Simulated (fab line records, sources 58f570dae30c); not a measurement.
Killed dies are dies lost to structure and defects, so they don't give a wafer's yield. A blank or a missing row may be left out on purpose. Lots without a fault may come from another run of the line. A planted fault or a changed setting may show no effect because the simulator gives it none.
fab line records | flow berkeley_cmos170 | part 2 of 2: steps 33 to 44 of 44
record lots=5 wafers=15 last_day=11
route steps=331 shown GATE@137 PLDD@145 NLDD@158 SPACER@171 PSD@175
lots that met no fault: from a run of the same line without faults
start_h: hours from the record's first day to the start of the lot's first wafer shown | wait_h: hours since the lot's step before | " the same as in the row above | L1.1+2: a row that stands for several wafers | - no value, or no start given | * or withheld: withheld | < > ~ a bound
route shown NAME@n: a module of which the file shows steps, and the number in the route of the first | usual: mean/standard deviation of fault-free wafers | same: alike in all rows | chamber/n: place in a boat | sites: the reading at each site | _std_site: their standard deviation | _edge_site: outer sites' mean less inner sites' | radius_mm: how far each site lies from the wafer's centre | mask NAME#n: copy n | behind: the tool/chamber that last shaped the wafer | hold: why the lot was held/for how many hours/how that ended | device: the transistor (n, p or np) that didn't switch | end of line: the same wafers' tests at the end of the route | a step without rows: its recipe alone | killed: dies lost to structure and defects at the first sort, not the wafer's yield | map: a wafer's dies, x killed, . not, _ none there
set.NAME: the setting as run; set.NAME@STEP: as run at that earlier step | model.NAME: the simulator's own value behind a step, which no gauge read
lots at some steps of the route; a table a step, a row a wafer
services: from which hour (start_h, from the record's first day; less than 0 if before it) a tool's chamber was out of use, for how many hours, and why
## steps
# step UCB170_NLDD_TW_MEAS_11
# usual NLDD_TW=2213/15
# columns lot.wafer tool chamber start_h wait_h NLDD_TW
L077.1 film_metro-02 - 141.56 0.1 2203
L077.2 " - " " 2206
L077.6 " - " " 2200
L079.3 film_metro-02 - 143.30 0.1 2203
L079.5 " - " " 2206
L079.6 " - " " 2208
L092.1 film_metro-02 - 214.02 0.1 2212
L092.2 " - " " 2215
L092.6 " - " " 2207
L093.2 film_metro-04 - 226.83 0.1 2199
L093.3 " - " " 2195
L093.6 " - " " 2189
L094.1 film_metro-03 - 227.09 0.1 2248
L094.3 " - " " 2244
L094.6 " - " " 2249
# step UCB170_NLDD_CLEAN_12
# recipe chemistry=SPM temp_c=120 time_s=600
# usual bath_guard_temp_C=120.1/0.53
# same time_s=600
# columns lot.wafer tool chamber start_h wait_h bath_guard_temp_C
L077.1 wet_bench-01 2 142.08 0.5 120.4
L077.2 " 2 " " 120.6
L077.6 " 2 " " 120.8
L079.3 wet_bench-01 1 143.69 0.4 120.7
L079.5 " 1 " " 120.5
L079.6 " 1 " " 120.6
L092.1 wet_bench-03 1 216.47 2.4 119.3
L092.2 " 1 " " 119.7
L092.6 " 1 " " 119.4
L093.2 wet_bench-01 3 226.88 0.0 120.2
L093.3 " 3 " " 120.5
L093.6 " 3 " " 120.5
L094.1 wet_bench-04 2 227.15 0.1 119.5
L094.3 " 2 " " 119.3
L094.6 " 2 " " 119.2
# step UCB170_SPACER_CVD_00
# recipe material=SiO2 target_thk_nm=376 temp_c=390 precursor=TEOS/O2 time_s=47 rf_w=550 pressure_mtorr=9000
# usual heater_power_w=280/57
# same time_s=47
# columns lot.wafer tool chamber start_h wait_h heater_power_w
L077.1 pecvd-04 1 142.43 0.0 295
L077.2 " 2 " " 280
L077.6 " 0 " " 269
L079.3 pecvd-03 2 144.04 0.0 232
L079.5 " 1 " " 146
L079.6 " 0 " " 291
L092.1 pecvd-04 0 216.64 0.0 243
L092.2 " 2 " " 330
L092.6 " 0 " " 252
L093.2 pecvd-02 2 227.06 0.0 351
L093.3 " 0 " " 249
L093.6 " 2 " " 360
L094.1 pecvd-03 0 227.33 0.0 305
L094.3 " 1 " " 225
L094.6 " 0 " " 314
# step UCB170_SPACER_THK_MEAS_01
# recipe reads=SiO2_of_SPACER_CVD_00
# usual SPACER_TEOS_THK=377/4.8
# columns lot.wafer tool chamber start_h wait_h SPACER_TEOS_THK[nm]
L077.1 film_metro-01 - 142.47 0.0 373
L077.2 " - " " 374
L077.6 " - " " 380
L079.3 film_metro-04 - 144.10 0.0 368
L079.5 " - " " 371
L079.6 " - " " 373
L092.1 film_metro-01 - 216.72 0.1 381
L092.2 " - " " 380
L092.6 " - " " 383
L093.2 film_metro-01 - 227.13 0.1 368
L093.3 " - " " 372
L093.6 " - " " 369
L094.1 film_metro-01 - 227.37 0.0 373
L094.3 " - " " 372
L094.6 " - " " 379
# step UCB170_SPACER_ANNEAL_02
# recipe temp_c=900 time_s=1800 ambient=N2
# usual spike_tc_centre_C=902.9/0.95 spike_tc_source_C=923.2/2.3
# same time_s=1800
# columns lot.wafer tool chamber start_h wait_h spike_tc_centre_C spike_tc_source_C
L077.1 furnace-01 0 143.70 1.2 901.6 921.5
L077.2 " 0 " " 900.3 921.4
L077.6 " 0 " " 903.3 922.8
L079.3 furnace-03 0 145.74 1.6 904.5 924.1
L079.5 " 0 " " 902.6 922.8
L079.6 " 0 " " 902.5 925.3
L092.1 furnace-01 0 218.87 2.1 904.2 923.2
L092.2 " 0 " " 902.3 920.0
L092.6 " 0 " " 903.2 923.2
L093.2 furnace-04 0 230.90 3.8 902.9 926.8
L093.3 " 0 " " 902.7 928.9
L093.6 " 0 " " 903.1 927.5
L094.1 furnace-04 0 230.90 3.5 903.2 928.8
L094.3 " 0 " " 902.0 928.4
L094.6 " 0 " " 902.6 926.8
# step UCB170_SPACER_ETCHBACK_03
# recipe stop_on=Si target=SiO2 chemistry=CHF3/CF4/Ar CHF3_flow_sccm=50 cf4_flow_sccm=10 Ar_flow_sccm=120 pressure_mtorr=200 rf_w=500 target_depth_a=3760 time_s=100
# usual drypump_motor_current_A=5.8/0.47 oes_product_au=0.901/0.017 throttle_valve_pct=6.48/0.11
# same time_s=100
# columns lot.wafer tool chamber start_h wait_h drypump_motor_current_A oes_product_au rf_hours_counter_h throttle_valve_pct
L077.1 rie_diel-01 1 145.20 0.0 5.8 0.913 6 6.43
L077.2 " 0 " " 5.6 0.885 124 6.33
L077.6 " 2 " " 5.3 0.910 - 6.54
L079.3 rie_diel-01 2 147.24 0.0 5.3 0.897 14 6.54
L079.5 " 0 " " 5.6 0.882 - 6.32
L079.6 " 1 " " 5.8 0.907 - 6.45
L092.1 rie_diel-01 3 220.37 0.0 6.0 0.916 44 6.44
L092.2 " 1 " " 5.8 0.919 10 6.44
L092.6 " 1 " " 5.8 0.925 - 6.46
L093.2 rie_diel-01 3 232.40 0.0 6.0 0.894 44 6.43
L093.3 " 0 " " 5.6 0.878 128 6.33
L093.6 " 3 " " 6.0 0.900 - 6.43
L094.1 rie_diel-03 3 232.40 0.0 5.5 0.896 43 6.52
L094.3 " 0 " " 6.0 0.887 114 6.55
L094.6 " 2 " " 6.6 0.915 - 6.69
# step UCB170_PSD_HMDS_00
# recipe prime_time_s=60 prime_temp_c=100
# columns lot.wafer tool chamber start_h wait_h
L077.1+2+6 litho_track-04 0 145.50 0.3
L079.3+5+6 litho_track-04 0 147.90 0.6
L092.1+2+6 litho_track-03 0 220.78 0.4
L093.2+3+6 litho_track-04 0 232.49 0.1
L094.1+3+6 litho_track-03 0 232.60 0.2
# step UCB170_PSD_COAT_01
# recipe resist=KrF spin_rpm=1500 resist_thk_nm=900
# columns lot.wafer tool chamber start_h wait_h
L077.1+2+6 litho_track-04 0 145.65 0.1
L079.3+5+6 litho_track-04 0 148.05 0.1
L092.1+2+6 litho_track-03 0 220.93 0.1
L093.2+3+6 litho_track-04 0 232.64 0.1
L094.1+3+6 litho_track-03 0 232.75 0.1
# step UCB170_PSD_SOFTBAKE_02
# recipe resist=KrF temp_c=130 time_s=60
# same time_s=60
# columns lot.wafer tool chamber start_h wait_h
L077.1+2+6 litho_track-04 0 145.80 0.1
L079.3+5+6 litho_track-04 0 148.20 0.1
L092.1+2+6 litho_track-03 0 221.08 0.1
L093.2+3+6 litho_track-04 0 232.79 0.1
L094.1+3+6 litho_track-03 0 232.90 0.1
# step UCB170_PSD_EXPOSE_03
# recipe mask_id=PSELECT_MOD na=0.5 sigma_outer=0.6 source_shape=conventional target_cd_nm=1200 dose_mj=30
# columns lot.wafer tool chamber start_h wait_h mask
L077.1+2+6 krf_scanner-01 0 146.10 0.3 PSELECT_MOD#0
L079.3+5+6 krf_scanner-02 0 148.34 0.1 PSELECT_MOD#0
L092.1+2+6 krf_scanner-02 0 221.36 0.2 PSELECT_MOD#0
L093.2+3+6 krf_scanner-02 0 232.94 0.1 PSELECT_MOD#0
L094.1+3+6 krf_scanner-02 0 233.40 0.5 PSELECT_MOD#0
# step UCB170_PSD_PEB_04
# recipe peb_temp_c=130 peb_time_s=withheld resist=KrF
# columns lot.wafer tool chamber start_h wait_h
L077.1+2+6 litho_track-03 0 146.64 0.5
L079.3+5+6 litho_track-01 0 149.09 0.7
L092.1+2+6 litho_track-04 0 221.47 0.1
L093.2+3+6 litho_track-04 0 233.06 0.1
L094.1+3+6 litho_track-04 0 233.52 0.1
# step UCB170_PSD_DEVELOP_05
# recipe developer=TMAH develop_time_s=45 resist=KrF dev_temp_c=21
# same develop_time_s=45
# columns lot.wafer tool chamber start_h wait_h
L077.1+2+6 litho_track-03 0 - -
L079.3+5+6 litho_track-01 0 - -
L092.1+2+6 litho_track-04 0 - -
L093.2+3+6 litho_track-04 0 - -
L094.1+3+6 litho_track-04 0 - -
## services
# columns tool chamber start_h hours kind
pecvd-03 2 114.57 8.2 repair
krf_scanner-02 - 116.47 4.0 pm
rie_diel-04 0 118.22 2.3 repair
implanter-02 - 133.02 2.4 repair
rie_diel-01 - 139.84 1.0 repair
krf_scanner-02 - 141.03 1.3 pm
plasma_asher-01 - 146.76 3.8 repair
rie_si-01 - 148.40 0.3 repair
plasma_asher-03 - 149.72 6.0 repair
krf_scanner-02 - 151.85 0.8 pm
krf_scanner-01 - 155.25 4.4 pm
plasma_asher-01 - 164.80 3.3 repair
plasma_asher-02 - 167.53 0.4 repair
rie_si-01 0 176.46 2.1 repair
krf_scanner-01 - 189.93 1.0 pm
implanter-04 - 191.36 3.2 pm
plasma_asher-02 - 191.46 2.1 repair
krf_scanner-02 - 192.49 1.0 repair
rie_si-01 1 194.93 10.2 repair
rie_diel-04 3 201.36 11.7 repair
krf_scanner-02 - 206.76 3.6 pm
implanter-02 - 214.00 6.8 repair
implanter-02 - 226.82 4.1 pm
krf_scanner-01 - 230.94 1.0 repair
